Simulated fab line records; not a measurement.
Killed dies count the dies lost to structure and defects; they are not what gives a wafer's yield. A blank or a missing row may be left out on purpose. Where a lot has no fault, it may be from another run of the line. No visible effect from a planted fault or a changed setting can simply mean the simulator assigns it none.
2 desks looking at one fault | flow ritCmos | numbers are kept per desk, each desk with only its own; the story behind them comes last

## AT THE TOOL OWNER'S DESK: rtpAnneal-02
The tool's own readings at RIT_SILICIDE_RTA_04 (time 10 s, ramp up 5 s, ramp down 5 s): means of the sampled wafers that have a number, for each lot that ran on this tool. A lot is out of limits, marked OUT, if its mean lies more than 4 standard deviations from the usual mean; the brackets give that distance.
Columns: A = chamberO2Ppm at RIT_SILICIDE_RTA_04, usual 2.005; B = wafer_temp_C_max at RIT_SILICIDE_RTA_04, usual 654.6
lot  | first seen here | A     | B
L423 | day 4 14:40     | 2.037 | 654.7
L429 | day 6 01:35     | 2.000 | 654.1
L431 | day 6 10:56     | 1.999 | 654.3
Finding of this desk: none of the 3 lots has anything out of limits.

## THE METROLOGY DESK
Lot by lot, what the gauges showed, no matter which tool ran the lot: averages of those sampled wafers that carry a number. A lot is out of limits, marked OUT, if its mean lies more than 4 standard deviations from the usual mean; the brackets give that distance. 7 of its 14 readings are shown, namely those furthest out on some lot.
Columns: A = PSD_RS at RIT_SDANNEAL_RS_MEAS_04, usual 115.9 ohm/sq; B = NSD_RS at RIT_SDANNEAL_RS_MEAS_05, usual 84.50 ohm/sq; C = PLDD_RS at RIT_SDANNEAL_RS_MEAS_06, usual 178.7 ohm/sq; D = NLDD_RS at RIT_SDANNEAL_RS_MEAS_07, usual 151.6 ohm/sq; E = cdNm at RIT_CONTACT_CD_MEAS_08, usual 1000.4 nm; F = CONTACT_OVL at RIT_CONTACT_OVL_MEAS_09, usual -0.9 nm; G = cdNm at RIT_CONTACT_CD_MEAS_90, usual 1000.4 nm
lot  | first seen here | A     | B     | C     | D     | E      | F    | G
L418 | day 3 06:29     | 116.1 | 84.34 | 178.9 | 152.1 | 1000.1 | -0.4 | 1000.0
L423 | day 4 13:52     | 115.9 | 84.49 | 178.7 | 150.8 | 996.2  | -2.5 | 996.2
L429 | day 6 00:47     | 115.3 | 84.00 | 178.8 | 151.9 | 1001.5 | -2.3 | 1001.6
L431 | day 6 10:07     | 116.0 | 84.71 | 179.1 | 151.9 | 1001.8 | -0.7 | 1001.7
L434 | day 6 21:25     | 115.7 | 84.27 | 178.1 | 151.8 | 997.5  | 0.8  | 997.2
L436 | day 7 05:27     | 115.4 | 84.63 | 178.4 | 151.3 | 999.7  | -1.9 | 999.7
Finding of this desk: none of the 6 lots has anything out of limits.

## ALL TOGETHER
The desk of the tool owner found nothing out of limits.
From the metrology desk's view, nothing was out of limits.

## WHAT HAD BEEN PUT IN BY THE SIMULATOR
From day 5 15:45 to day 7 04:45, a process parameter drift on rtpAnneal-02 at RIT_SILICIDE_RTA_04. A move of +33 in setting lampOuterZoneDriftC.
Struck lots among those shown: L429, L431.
